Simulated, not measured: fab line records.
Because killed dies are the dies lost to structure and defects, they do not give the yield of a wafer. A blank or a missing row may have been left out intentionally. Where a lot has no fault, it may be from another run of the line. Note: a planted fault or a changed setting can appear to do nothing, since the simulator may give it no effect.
fab line records | flow rit-cmos
record lots=14 wafers=42 last-day=7
route steps=202 shown NRETRO@58 M1@202
lots that met no fault: taken from a fault-free run of the same line
start-h: the number of hours between the record's first day and the start of the first shown wafer of the lot | wait-h: hours elapsed since this lot's preceding step | " unchanged from the row above | L1.1+2: a row that stands for several wafers | - no value, or no start was given | * or withheld: withheld | < > ~ a bound
route shown NAME@n: a module of which the file shows steps, and the number in the route of the first | usual: mean/standard deviation taken from wafers without a fault | same: alike in all rows | chamber/n: place in a boat | sites: the reading at each site | _std_site: the values' standard deviation | _edge_site: the outer-site mean with the inner-site mean subtracted | radius-mm: for every site, how far away it sits from the centre of the wafer | mask NAME#n: copy n | behind: the last tool/chamber to shape the wafer | hold: why the lot went on hold/how many hours it stayed there/how the hold came to an end | device: the transistor (n, p or np) that didn't switch | end of line: at the end of the route, the tests of the same wafers | a step given without rows: its recipe and nothing more | killed: not the wafer's yield, but the dies lost to structure and defects at the first sort | map: the dies of a wafer, with x for killed, . for not killed, _ for no die there
set.NAME: the setting that was run; set.NAME@STEP: the one run at that earlier step | model.NAME: the simulator's own value behind a step, which no gauge read
steps of the route over a sample of lots; a table a step, a row a wafer
## steps
# step RIT_NRETRO_DEVELOP_05
# recipe resist=NOVOLAK develop-time-s=68 dev-temp-c=23
# usual chill-plate-temp-C=23.00/0.11
# columns lot.wafer tool chamber start-h wait-h chill-plate-temp-C
L516.1 litho-track-03 0 44 - 22.98
L516.5 " 0 " " 23.02
L516.6 " 0 " " 22.96
L517.2 litho-track-03 0 52 - 23.10
L517.4 " 0 " " 23.14
L517.6 " 0 53 - 23.03
L519.1 litho-track-02 0 59 - 23.03
L519.4 " 0 60 - 22.97
L519.6 " 0 " " 22.87
L521.4 litho-track-01 0 66 - 22.94
L521.5 " 0 " " 23.02
L521.6 " 0 " " 22.99
L522.1 litho-track-03 0 71 - 22.80
L522.4 " 0 " " 22.83
L522.6 " 0 " " 22.82
L525.1 litho-track-03 0 90 - 23.00
L525.2 " 0 " " 23.03
L525.5 " 0 " " 23.16
L526.1 litho-track-01 0 95 - 22.88
L526.4 " 0 " " 22.88
L526.6 " 0 " " 22.96
L527.2 litho-track-01 0 100 - 22.99
L527.3 " 0 " " 22.95
L527.5 " 0 " " 22.88
L529.1 litho-track-01 0 107 - 23.01
L529.4 " 0 " " 23.07
L529.5 " 0 " " 22.98
L530.1 litho-track-01 0 112 - 22.97
L530.2 " 0 " " 23.08
L530.6 " 0 113 - 23.08
L534.2 litho-track-03 0 133 - 23.12
L534.4 " 0 " " 23.16
L534.6 " 0 " " 23.00
L535.1 litho-track-03 0 136 - 22.91
L535.4 " 0 " " 23.11
L535.6 " 0 " " 22.84
L536.1 litho-track-02 0 142 - 22.91
L536.2 " 0 " " 22.90
L536.5 " 0 " " 22.96
L537.2 litho-track-01 0 148 - 22.85
L537.3 " 0 " " 22.89
L537.4 " 0 " " 22.96
# step RIT_NRETRO_TW_MEAS_10
# usual NRETRO_TW=1057/5.5
# columns lot.wafer tool chamber start-h wait-h NRETRO_TW
L516.1 film-metro-03 - 45.61 0.1 1055
L516.5 " - " " 1061
L516.6 " - " " 1059
L517.2 film-metro-03 - 53.67 0.1 1064
L517.4 " - " " 1067
L517.6 " - " " 1066
L519.1 film-metro-03 - 60.74 0.1 1063
L519.4 " - " " 1058
L519.6 " - " " 1062
L521.4 film-metro-04 - 67.42 0.1 1049
L521.5 " - " " 1058
L521.6 " - " " 1057
L522.1 film-metro-04 - 72.57 0.1 1067
L522.4 " - " " 1060
L522.6 " - " " 1061
L525.1 film-metro-03 - 91.63 0.2 1061
L525.2 " - " " 1062
L525.5 " - " " 1065
L526.1 film-metro-04 - 96.34 0.1 1061
L526.4 " - " " 1063
L526.6 " - " " 1061
L527.2 film-metro-03 - 101.55 0.1 1047
L527.3 " - " " 1048
L527.5 " - " " 1054
L529.1 film-metro-04 - 108.12 0.1 1053
L529.4 " - " " 1056
L529.5 " - " " 1057
L530.1 film-metro-04 - 113.72 0.1 1065
L530.2 " - " " 1063
L530.6 " - " " 1062
L534.2 film-metro-02 - 134.31 0.1 230
L534.4 " - " " 232
L534.6 " - " " 231
L535.1 film-metro-02 - 137.46 0.1 226
L535.4 " - " " 225
L535.6 " - " " 220
L536.1 film-metro-04 - 143.04 0.1 1057
L536.2 " - " " 1057
L536.5 " - " " 1060
L537.2 film-metro-03 - 149.70 0.1 1062
L537.3 " - " " 1056
L537.4 " - " " 1066
# step RIT_M1_PROBE_99
# usual defect-limited-yield=97.5/1.1 killed-at-front-end=6.5/2.8 killed-dies=6.5/2.8 killed-open=3.2/1.8 killed-short=3.3/2 sort_bin_3_pad_short=0.1/0.23 sort_bin_5_function=1.5/0.77 sort_bin_6_memory=0.9/0.6 sort-n-pass=257.5/2.8 sort-yield-pct=97.5/1.1
# same gross-dies=264 killed_at_M0_to_M3=0 killed_at_M4_up=0 killed-at-back-side=0 killed-at-contacts=0 killed-at-other=0
# columns lot.wafer tool chamber start-h wait-h defect-limited-yield[%] killed-at-front-end killed-dies killed-open killed-short sort_bin_3_pad_short[%] sort_bin_5_function[%] sort_bin_6_memory[%] sort-n-pass sort-yield-pct[%]
L516.1 prober-01 - 78.41 0.1 97.3 7 7 5 2 0 1.9 0.8 257.0 97.3
L516.5 prober-01 - 78.61 0.2 98.5 4 4 2 2 0 1.1 0.4 260.0 98.5
L516.6 prober-01 - 78.66 0.2 97.0 8 8 4 4 0 2.7 0.4 256.0 97.0
L517.2 prober-01 - 84.61 0.1 97.7 6 6 2 4 0 1.1 1.1 258.0 97.7
L517.4 prober-01 - 84.71 0.2 98.5 4 4 4 0 0 0.8 0.8 260.0 98.5
L517.6 prober-01 - 84.81 0.2 97.0 8 8 5 3 0 1.9 1.1 256.0 97.0
L519.1 prober-02 - 91.57 0.1 97.3 7 7 4 3 0 2.7 0 257.0 97.3
L519.4 prober-02 - 91.72 0.2 98.1 5 5 2 3 0 1.1 0.8 259.0 98.1
L519.6 prober-02 - 91.82 0.2 96.2 10 10 4 6 0.4 3.0 0.4 254.0 96.2
L521.4 prober-02 - 99.05 0.2 98.9 3 3 0 3 0.4 0 0.8 261.0 98.9
L521.5 prober-02 - 99.10 0.2 98.1 5 5 3 2 0 1.5 0.4 259.0 98.1
L521.6 prober-02 - 99.15 0.2 95.8 11 11 4 7 0.4 3.0 0.8 253.0 95.8
L522.1 prober-01 - 104.75 0.1 97.0 8 8 6 2 0 1.1 1.9 256.0 97.0
L522.4 prober-01 - 104.90 0.2 96.2 10 10 6 4 0 1.5 2.3 254.0 96.2
L522.6 prober-01 - 105.00 0.2 98.1 5 5 3 2 0 0.8 1.1 259.0 98.1
L525.1 prober-02 - 122.15 0.1 95.8 11 11 6 5 0.4 1.9 1.9 253.0 95.8
L525.2 prober-02 - 122.20 0.1 98.1 5 5 2 3 0 1.5 0.4 259.0 98.1
L525.5 prober-02 - 122.35 0.2 97.0 8 8 5 3 0 1.1 1.9 256.0 97.0
L526.1 prober-01 - 128.39 0.1 99.2 2 2 1 1 0 0.8 0 262.0 99.2
L526.4 prober-01 - 128.54 0.2 98.1 5 5 2 3 0 1.1 0.8 259.0 98.1
L526.6 prober-01 - 128.64 0.2 98.1 5 5 2 3 0 0.8 1.1 259.0 98.1
L527.2 prober-02 - 131.11 0.1 96.6 9 9 4 5 0.8 1.5 1.1 255.0 96.6
L527.3 prober-02 - 131.16 0.2 99.2 2 2 2 0 0 0.4 0.4 262.0 99.2
L527.5 prober-02 - 131.26 0.2 98.5 4 4 1 3 0 1.1 0.4 260.0 98.5
L529.1 prober-01 - 138.13 0.1 98.1 5 5 4 1 0 0.8 1.1 259.0 98.1
L529.4 prober-01 - 138.28 0.2 97.7 6 6 2 4 0 1.5 0.8 258.0 97.7
L529.5 prober-01 - 138.33 0.2 97.7 6 6 4 2 0 1.5 0.8 258.0 97.7
L530.1 prober-01 - 143.60 0.1 97.7 6 6 5 1 0 1.5 0.8 258.0 97.7
L530.2 prober-01 - 143.65 0.1 97.7 6 6 2 4 0 1.9 0.4 258.0 97.7
L530.6 prober-01 - 143.85 0.2 97.3 7 7 4 3 0 2.3 0.4 257.0 97.3
L536.1 prober-01 - 175.38 0.1 97.7 6 6 4 2 0 1.5 0.8 258.0 97.7
L536.2 prober-01 - 175.43 0.1 97.7 6 6 4 2 0 1.5 0.8 258.0 97.7
L536.5 prober-01 - 175.58 0.2 96.2 10 10 5 5 0.4 1.9 1.5 254.0 96.2
L537.2 prober-02 - 177.58 0.1 96.6 9 9 4 5 0.4 2.3 0.8 255.0 96.6
L537.3 prober-02 - 177.63 0.2 100.0 0 0 0 0 0 0 0 264.0 100.0
L537.4 prober-02 - 177.68 0.2 97.0 8 8 2 6 0 1.1 1.9 256.0 97.0
# killed by level:class
L516.1 GATE:geometric-particle:open=3 FOX1:geometric-particle:short=1 REOX:geometric-particle:short=1 SPACER:geometric-particle:open=1 SILICIDE:geometric-particle:open=1
L516.5 FOX1:geometric-particle:short=2 GATE:geometric-particle:open=1 SILICIDE:geometric-particle:open=1
L516.6 GATE:geometric-particle:short=2 ACTIVE:geometric-particle:open=1 FOX1:geometric-particle:open=1 GATE:geometric-particle:open=1 REOX:geometric-particle:short=1 SILICIDE:geometric-particle:short=1 SILICIDE:geometric-particle:open=1
L517.2 FOX2:geometric-particle:open=2 REOX:geometric-particle:short=2 GATE:geometric-particle:short=1 SILICIDE:geometric-particle:short=1
L517.4 REOX:geometric-particle:open=2 SPACER:geometric-particle:open=2
L517.6 SPACER:geometric-particle:open=2 FOX1:geometric-particle:short=1 FOX2:geometric-particle:open=1 GATE:geometric-particle:open=1 GATE:geometric-particle:short=1 SILICIDE:geometric-particle:open=1 SILICIDE:geometric-particle:short=1
L519.1 GATE:geometric-particle:open=2 FOX2:geometric-particle:open=1 GATE:geometric-particle:short=1 SPACER:geometric-particle:short=1 SILICIDE:geometric-particle:short=1 SILICIDE:geometric-particle:open=1
L519.4 FOX2:geometric-particle:open=1 FOX2:geometric-particle:short=1 GATE:geometric-particle:short=1 GATE:geometric-particle:open=1 SPACER:geometric-particle:short=1
L519.6 GATE:geometric-particle:short=4 GATE:geometric-particle:open=2 FOX2:geometric-particle:open=1 SPACER:geometric-particle:short=1 SILICIDE:geometric-particle:short=1 SILICIDE:geometric-particle:open=1
L521.4 SILICIDE:geometric-particle:short=2 SPACER:geometric-particle:short=1
L521.5 GATE:geometric-particle:open=2 FOX1:geometric-particle:short=1 REOX:geometric-particle:open=1 REOX:geometric-particle:short=1
L521.6 FOX1:geometric-particle:short=3 FOX2:geometric-particle:short=3 GATE:geometric-particle:open=2 ACTIVE:geometric-particle:open=1 GATE:geometric-particle:short=1 SILICIDE:geometric-particle:open=1
L522.1 GATE:geometric-particle:open=3 FOX1:geometric-particle:open=1 FOX2:geometric-particle:open=1 REOX:geometric-particle:short=1 REOX:geometric-particle:open=1 SPACER:geometric-particle:short=1
L522.4 FOX1:geometric-particle:short=2 GATE:geometric-particle:open=2 SILICIDE:geometric-particle:open=2 FOX1:geometric-particle:open=1 REOX:geometric-particle:short=1 SPACER:geometric-particle:short=1 SPACER:geometric-particle:open=1
L522.6 GATE:geometric-particle:short=2 FOX1:geometric-particle:open=1 GATE:geometric-particle:open=1 REOX:geometric-particle:open=1
L525.1 GATE:geometric-particle:open=2 REOX:geometric-particle:short=2 SPACER:geometric-particle:short=2 SPACER:geometric-particle:open=2 FOX1:geometric-particle:open=1 GATE:geometric-particle:short=1 SILICIDE:geometric-particle:open=1
L525.2 SPACER:geometric-particle:open=2 GATE:geometric-particle:short=1 SPACER:geometric-particle:short=1 SILICIDE:geometric-particle:short=1
L525.5 GATE:geometric-particle:short=2 SILICIDE:geometric-particle:open=2 GATE:geometric-particle:open=1 REOX:geometric-particle:open=1 SPACER:geometric-particle:open=1 SPACER:geometric-particle:short=1
L526.1 GATE:geometric-particle:open=1 GATE:geometric-particle:short=1
L526.4 FOX1:geometric-particle:short=2 FOX1:geometric-particle:open=1 GATE:geometric-particle:open=1 REOX:geometric-particle:short=1
L526.6 GATE:geometric-particle:short=1 GATE:geometric-particle:open=1 REOX:geometric-particle:short=1 REOX:geometric-particle:open=1 SILICIDE:geometric-particle:short=1
L527.2 FOX1:geometric-particle:open=3 FOX1:geometric-particle:short=3 GATE:geometric-particle:open=1 GATE:geometric-particle:short=1 SILICIDE:geometric-particle:short=1
L527.3 GATE:geometric-particle:open=1 REOX:geometric-particle:open=1
L527.5 FOX1:geometric-particle:short=2 GATE:geometric-particle:short=1 SILICIDE:geometric-particle:open=1
L529.1 GATE:geometric-particle:open=2 FOX1:geometric-particle:open=1 REOX:geometric-particle:open=1 SILICIDE:geometric-particle:short=1
L529.4 REOX:geometric-particle:short=2 FOX1:geometric-particle:open=1 REOX:geometric-particle:open=1 SPACER:geometric-particle:short=1 SILICIDE:geometric-particle:short=1
L529.5 GATE:geometric-particle:open=2 GATE:geometric-particle:short=2 FOX2:geometric-particle:open=1 SPACER:geometric-particle:open=1
L530.1 GATE:geometric-particle:open=4 GATE:geometric-particle:short=1 SILICIDE:geometric-particle:open=1
L530.2 GATE:geometric-particle:short=4 GATE:geometric-particle:open=1 REOX:geometric-particle:open=1
L530.6 GATE:geometric-particle:open=3 GATE:geometric-particle:short=2 FOX1:geometric-particle:short=1 SILICIDE:geometric-particle:open=1
L536.1 FOX1:geometric-particle:open=2 GATE:geometric-particle:short=1 REOX:geometric-particle:open=1 SPACER:geometric-particle:open=1 SPACER:geometric-particle:short=1
L536.2 FOX1:geometric-particle:open=3 GATE:geometric-particle:short=2 REOX:geometric-particle:open=1
L536.5 SILICIDE:geometric-particle:open=3 REOX:geometric-particle:short=2 SPACER:geometric-particle:short=2 GATE:geometric-particle:open=1 GATE:geometric-particle:short=1 SPACER:geometric-particle:open=1
L537.2 GATE:geometric-particle:short=4 SILICIDE:geometric-particle:open=2 GATE:geometric-particle:open=1 REOX:geometric-particle:open=1 SPACER:geometric-particle:short=1
L537.4 GATE:geometric-particle:short=2 REOX:geometric-particle:short=2 FOX2:geometric-particle:short=1 FOX2:geometric-particle:open=1 REOX:geometric-particle:open=1 SPACER:geometric-particle:short=1
## key
first-sign step=RIT_NRETRO_TW_MEAS_10 reading=NRETRO_TW direction=down sigmas=99+ usual=1057 struck=227
effect none on later readings
met-at RIT_NRETRO_DEVELOP_05
struck-lots L534,L535
rows-end L534.2,L534.4,L534.6,L535.1,L535.4,L535.6
onset-between 90 133
fault kind=process-parameter-drift tool=litho-track-03 chamber=- onset-h=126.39 steps=RIT_NRETRO_DEVELOP_05 channel=develop-time-s offset=* shape=step end-h=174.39 acts-in=* stated=*
# rows-end: these wafers met a further fault down the route, and their rows from its step on are left out
